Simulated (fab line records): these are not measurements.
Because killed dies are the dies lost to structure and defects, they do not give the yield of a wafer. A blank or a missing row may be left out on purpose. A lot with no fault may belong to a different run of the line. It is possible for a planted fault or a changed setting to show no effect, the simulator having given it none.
fab line records ; flow rit-cmos
[record] lots = 13; wafers = 39; last-day = 7
route steps=202 shown ACTIVE@1 NWELL@37 GATE@93 SPACER@130
lots with no fault: from the same line, run without faults
start-h: hours from the record's first day to the start of the lot's first wafer shown ; wait-h: time in hours since the lot's previous step ; " repeats the value in the row above ; L1.1+2: one row covering several wafers at once ; - no value, or no start was given ; * or withheld: withheld ; < > ~ a bound
route shown NAME@n: a module of which the file shows steps, and the number in the route of the first ; usual: average and standard deviation across the fault-free wafers ; same: alike in all rows ; chamber/n: place in a boat ; sites: readings site by site ; _std_site: their standard deviation ; _edge_site: mean of outer sites minus mean of inner sites ; radius-mm: how far each site lies from the wafer's centre ; mask NAME#n: copy n ; behind: the last tool/chamber to shape the wafer ; hold: what put the lot on hold/how long, in hours/how the hold closed ; device: which transistor (n, p or np) failed to switch ; end of line: tests of these same wafers at the route's end ; a step with no rows: only its recipe ; killed: dies that structure and defects cost at the first sort, which is not the same as the wafer's yield ; map: a wafer's dies, marking killed ones x, the rest . and places with no die _
set.NAME: the run value of the setting; set.NAME@STEP: its run value at that earlier step ; model.NAME: the simulator's own value behind a step, which no gauge read
steps of the route over a sample of lots; a table a step, a row a wafer
services: when a tool's chamber went out of use (start-h, in hours from the record's first day, below 0 if earlier), for how many hours, and the reason
[[steps]]
[step RIT_ACTIVE_BOW_MEAS_00]
[recipe] mode = bow
[usual] INCOMING_BOW = -1/7.1
lot.wafer;tool;chamber;start-h;wait-h;INCOMING_BOW[um]
L218.1;film-metro-03;-;15.00;-;1
L218.3;film-metro-03;-;15.00;-;-4
L218.6;film-metro-03;-;15.00;-;-4
L219.3;film-metro-03;-;20.04;-;6
L219.4;film-metro-03;-;20.04;-;7
L219.5;film-metro-03;-;20.04;-;10
L220.1;film-metro-03;-;25.00;-;-9
L220.2;film-metro-03;-;25.00;-;-5
L220.6;film-metro-03;-;25.00;-;1
L221.1;film-metro-03;-;30.00;-;-7
L221.4;film-metro-03;-;30.00;-;4
L221.5;film-metro-03;-;30.00;-;-1
L226.1;film-metro-01;-;55.00;-;-18
L226.3;film-metro-01;-;55.00;-;2
L226.6;film-metro-01;-;55.00;-;4
L229.2;film-metro-01;-;70.02;-;0
L229.3;film-metro-01;-;70.02;-;7
L229.5;film-metro-01;-;70.02;-;2
L231.3;film-metro-04;-;80.04;-;9
L231.4;film-metro-04;-;80.04;-;-17
L231.5;film-metro-04;-;80.04;-;1
L232.1;film-metro-03;-;85.00;-;8
L232.2;film-metro-03;-;85.00;-;3
L232.4;film-metro-03;-;85.00;-;5
L233.2;film-metro-01;-;90.02;-;0
L233.3;film-metro-01;-;90.02;-;-2
L233.6;film-metro-01;-;90.02;-;5
L236.3;film-metro-03;-;105.04;-;-3
L236.4;film-metro-03;-;105.04;-;1
L236.5;film-metro-03;-;105.04;-;3
L237.1;film-metro-01;-;110.00;-;5
L237.2;film-metro-01;-;110.00;-;-8
L237.6;film-metro-01;-;110.00;-;3
L239.3;film-metro-01;-;120.04;-;-4
L239.4;film-metro-01;-;120.04;-;-6
L239.5;film-metro-01;-;120.04;-;1
L240.1;film-metro-04;-;125.00;-;-11
L240.2;film-metro-04;-;125.00;-;-7
L240.3;film-metro-04;-;125.00;-;7
[step RIT_NWELL_STRIP_09]
[recipe] chemistry = O2; time-s = 180; resist = NOVOLAK; platen-temp-c = withheld; power-w = 500; pressure-mtorr = 4000; o2-flow-sccm = 4000
[usual] drypump-motor-current-A = 5.62/0.3
lot.wafer;tool;chamber;start-h;wait-h;drypump-motor-current-A;rf-hours-counter-h
L218.1;plasma-asher-04;0;26.95;0.1;5.87;40
L218.3;plasma-asher-04;1;26.95;0.1;5.52;-
L218.6;plasma-asher-04;0;26.95;0.1;5.89;-
L219.3;plasma-asher-01;1;30.94;0.1;6.05;-
L219.4;plasma-asher-01;0;30.94;0.1;5.37;-
L219.5;plasma-asher-01;0;30.94;0.1;5.38;-
L220.1;plasma-asher-04;1;35.70;0.1;5.54;41
L220.2;plasma-asher-04;0;35.70;0.1;5.88;41
L220.6;plasma-asher-04;0;35.70;0.1;5.87;-
L221.1;plasma-asher-01;0;41.93;0.1;5.36;38
L221.4;plasma-asher-01;1;41.93;0.1;6.03;-
L221.5;plasma-asher-01;1;41.93;0.1;6.03;-
L226.1;plasma-asher-03;1;65.63;0.1;5.47;43
L226.3;plasma-asher-03;0;65.63;0.1;5.24;-
L226.6;plasma-asher-03;1;65.63;0.1;5.45;-
L229.2;plasma-asher-03;1;82.03;0.1;5.49;45
L229.3;plasma-asher-03;1;82.03;0.1;5.47;-
L229.5;plasma-asher-03;1;82.03;0.1;5.45;-
L231.3;plasma-asher-01;1;90.94;0.1;6.03;-
L231.4;plasma-asher-01;0;90.94;0.1;5.39;-
L231.5;plasma-asher-01;1;90.94;0.1;6.03;-
L232.1;plasma-asher-03;0;95.57;0.1;5.24;46
L232.2;plasma-asher-03;1;95.57;0.1;5.45;46
L232.4;plasma-asher-03;0;95.57;0.1;5.22;-
L233.2;plasma-asher-01;0;101.18;0.1;5.38;45
L233.3;plasma-asher-01;0;101.18;0.1;5.39;-
L233.6;plasma-asher-01;0;101.18;0.1;5.38;-
L236.3;plasma-asher-04;0;115.70;0.1;5.86;-
L236.4;plasma-asher-04;1;115.70;0.1;5.52;-
L236.5;plasma-asher-04;0;115.70;0.1;5.87;-
L237.1;plasma-asher-03;0;120.78;0.1;5.26;49
L237.2;plasma-asher-03;1;120.78;0.1;5.44;49
L237.6;plasma-asher-03;0;120.78;0.1;5.25;-
L239.3;plasma-asher-01;1;131.85;0.1;6.05;-
L239.4;plasma-asher-01;0;131.85;0.1;5.36;-
L239.5;plasma-asher-01;1;131.85;0.1;6.05;-
L240.1;plasma-asher-01;0;138.42;0.1;5.38;2
L240.2;plasma-asher-01;1;138.42;0.1;6.03;2
L240.3;plasma-asher-01;0;138.42;0.1;5.39;-
[step RIT_GATE_OVL_MEAS_17]
[usual] GATE_OVL = -0.1/1.5
lot.wafer;tool;chamber;start-h;wait-h;GATE_OVL[nm]
L218.1;overlay-01;-;42.14;0.1;-0.9
L218.3;overlay-01;-;42.14;0.1;-1.7
L218.6;overlay-01;-;42.14;0.1;0.3
L219.3;overlay-01;-;48.87;0.1;1.1
L219.4;overlay-01;-;48.87;0.1;-0.6
L219.5;overlay-01;-;48.87;0.1;0.0
L220.1;overlay-01;-;53.30;0.1;2.5
L220.2;overlay-01;-;53.30;0.1;-1.6
L220.6;overlay-01;-;53.30;0.1;-1.9
L221.1;overlay-01;-;57.67;0.1;0.0
L221.4;overlay-01;-;57.67;0.1;0.7
L221.5;overlay-01;-;57.67;0.1;-0.5
L226.1;overlay-02;-;81.33;0.1;-2.1
L226.3;overlay-02;-;81.33;0.1;-1.1
L226.6;overlay-02;-;81.33;0.1;-3.7
L229.2;overlay-02;-;97.61;0.1;-2.7
L229.3;overlay-02;-;97.61;0.1;-2.6
L229.5;overlay-02;-;97.61;0.1;-0.4
L231.3;overlay-01;-;106.10;0.1;-2.1
L231.4;overlay-01;-;106.10;0.1;0.1
L231.5;overlay-01;-;106.10;0.1;-2.5
L232.1;overlay-02;-;111.05;0.1;1.4
L232.2;overlay-02;-;111.05;0.1;-2.5
L232.4;overlay-02;-;111.05;0.1;-0.7
L233.2;overlay-02;-;116.45;0.1;-0.2
L233.3;overlay-02;-;116.45;0.1;1.3
L233.6;overlay-02;-;116.45;0.1;-1.3
L236.3;overlay-02;-;131.10;0.1;-0.3
L236.4;overlay-02;-;131.10;0.1;-0.9
L236.5;overlay-02;-;131.10;0.1;1.5
L237.1;overlay-02;-;140.00;0.1;2.6
L237.2;overlay-02;-;140.00;0.1;3.6
L237.6;overlay-02;-;140.00;0.1;1.2
L239.3;overlay-02;-;147.68;0.1;2.0
L239.4;overlay-02;-;147.68;0.1;-1.8
L239.5;overlay-02;-;147.68;0.1;-0.7
L240.1;overlay-01;-;153.48;0.1;1.2
L240.2;overlay-01;-;153.48;0.1;3.3
L240.3;overlay-01;-;153.48;0.1;3.7
[step RIT_SPACER_ETCHBACK_05]
[recipe] target-depth-a = 2500; SF6_flow_sccm = 30; CHF3_flow_sccm = 30; target = Si3N4; chemistry = SF6/CHF3; pressure-mtorr = 40; rf-w = 250; time-s = 240; stop-on = SiO2
[usual] drypump-motor-current-A = 5.5/0.47; oes-product-au = 0.837/0.013; rf-fwd-power-W = 249.3/0.72; throttle-valve-pct = 10.33/0.11
lot.wafer;tool;chamber;start-h;wait-h;drypump-motor-current-A;oes-product-au;rf-fwd-power-W;rf-hours-counter-h;throttle-valve-pct
L218.1;rie-diel-01;1;51.29;0.1;6.2;0.847;249.1;166;10.35
L218.3;rie-diel-01;3;51.29;0.1;5.5;0.833;248.7;120;10.21
L218.6;rie-diel-01;3;51.29;0.1;5.5;0.849;249.7;-;10.23
L219.3;rie-diel-04;0;57.95;0.0;4.9;0.850;251.0;79;10.51
L219.4;rie-diel-04;1;57.95;0.0;6.1;0.831;250.3;69;10.15
L219.5;rie-diel-04;2;57.95;0.0;4.7;0.837;249.1;-;10.21
L220.1;rie-diel-03;1;62.20;0.1;6.0;0.853;248.1;16;10.47
L220.2;rie-diel-03;0;62.20;0.1;5.9;0.806;249.7;41;10.26
L220.6;rie-diel-03;0;62.20;0.1;5.9;0.813;249.8;-;10.25
L221.1;rie-diel-03;1;66.57;0.1;6.0;0.854;248.1;17;10.46
L221.4;rie-diel-03;2;66.57;0.1;5.4;0.827;248.5;20;10.33
L221.5;rie-diel-03;2;66.57;0.1;5.4;0.840;249.4;-;10.33
L226.1;rie-diel-04;2;90.30;0.1;4.7;0.848;289.4;96;10.22
L226.3;rie-diel-04;1;90.30;0.1;6.1;0.846;250.3;70;10.16
L226.6;rie-diel-04;0;90.30;0.1;5.0;0.850;249.4;-;10.51
L229.2;rie-diel-03;1;106.61;0.0;6.0;0.860;249.3;18;10.47
L229.3;rie-diel-03;3;106.61;0.0;5.2;0.846;249.5;107;10.38
L229.5;rie-diel-03;1;106.61;0.0;6.0;0.868;249.1;-;10.47
L231.3;rie-diel-01;3;116.20;0.0;5.5;0.842;249.8;122;10.22
L231.4;rie-diel-01;3;116.20;0.0;5.5;0.840;249.9;-;10.23
L231.5;rie-diel-01;2;116.20;0.0;6.1;0.830;249.1;-;10.39
L232.1;rie-diel-01;0;119.95;0.1;6.0;0.814;249.4;3;10.37
L232.2;rie-diel-01;3;119.95;0.1;5.5;0.835;250.1;122;10.23
L232.4;rie-diel-01;2;119.95;0.1;6.1;0.836;249.3;107;10.39
L233.2;rie-diel-03;3;125.43;0.0;5.2;0.846;249.1;108;10.40
L233.3;rie-diel-03;2;125.43;0.0;5.3;0.829;248.8;21;10.33
L233.6;rie-diel-03;3;125.43;0.0;5.2;0.840;248.5;-;10.38
L236.3;rie-diel-01;3;142.36;0.0;5.5;0.838;248.9;122;10.23
L236.4;rie-diel-01;1;142.36;0.0;6.2;0.843;250.7;0;10.39
L236.5;rie-diel-01;0;142.36;0.0;6.0;0.826;249.9;-;10.37
L237.1;rie-diel-04;3;149.01;0.1;5.4;0.814;249.7;147;10.26
L237.2;rie-diel-04;0;149.01;0.1;5.0;0.853;249.3;80;10.51
L237.6;rie-diel-04;2;149.01;0.1;4.7;0.828;248.9;-;10.19
L239.3;rie-diel-04;0;156.45;0.0;4.9;0.857;249.0;81;10.51
L239.4;rie-diel-04;2;156.45;0.0;4.7;0.844;249.8;97;10.20
L239.5;rie-diel-04;3;156.45;0.0;5.3;0.821;248.9;-;10.26
L240.1;rie-diel-04;1;163.50;0.1;6.1;0.832;250.0;71;10.16
L240.2;rie-diel-04;2;163.50;0.1;4.7;0.835;248.5;97;10.21
L240.3;rie-diel-04;0;163.50;0.1;4.9;0.843;248.7;81;10.51
[[services]]
tool;chamber;start-h;hours;kind
rie-diel-03;0;3.01;4.8;repair
plasma-asher-01;-;17.66;12.7;repair
rie-diel-01;2;45.27;48.3;repair
plasma-asher-04;-;71.49;0.9;repair
rie-diel-03;0;76.05;35.9;repair
rie-diel-01;1;93.58;-;clean
rie-diel-01;1;93.58;25.0;scheduled-down
rie-diel-01;1;93.58;25.0;vent-cycle
plasma-asher-01;-;108.75;9.0;pm
plasma-asher-01;0;108.75;9.0;vent-cycle
plasma-asher-01;1;108.75;9.0;vent-cycle
plasma-asher-03;-;114.87;0.8;repair
plasma-asher-01;0;117.75;-;clean
plasma-asher-01;1;117.75;-;clean
rie-diel-01;-;126.74;0.5;repair
rie-diel-03;1;134.59;11.6;repair
rie-diel-03;0;136.83;10.5;repair
rie-diel-04;2;144.36;2.7;repair
rie-diel-03;3;146.33;6.7;repair
rie-diel-04;3;158.52;-;clean
plasma-asher-01;-;161.47;3.1;repair
[[key]]
[first-sign] step = RIT_SPACER_ETCHBACK_05; reading = rf-fwd-power-W; direction = up; sigmas = 55; usual = 249.3; struck = 289.4
effect none on later readings
met-at RIT_SPACER_ETCHBACK_05
struck-lots L226
struck-wafers L226.1
tester-left-out L226
not-acting-at RIT_ACTIVE_BOW_MEAS_00,RIT_NWELL_STRIP_09,RIT_GATE_OVL_MEAS_17
onset-between 57.95 90.30
[fault] kind = process-parameter-drift; tool = rie-diel-04; chamber = 2; onset-h = 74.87; steps = RIT_SPACER_ETCHBACK_05; channel = rf-w; offset = 40; shape = step; end-h = 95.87; acts-in = these-recipes-only; stated = 250
// tester-left-out: of these lots the tester's yield and bins aren't shown, on N5 and GAA mostly nor the transistor test; their killed dies are dies lost to structure and defects alone, not to doping, threshold or leakage, so they don't give the yield
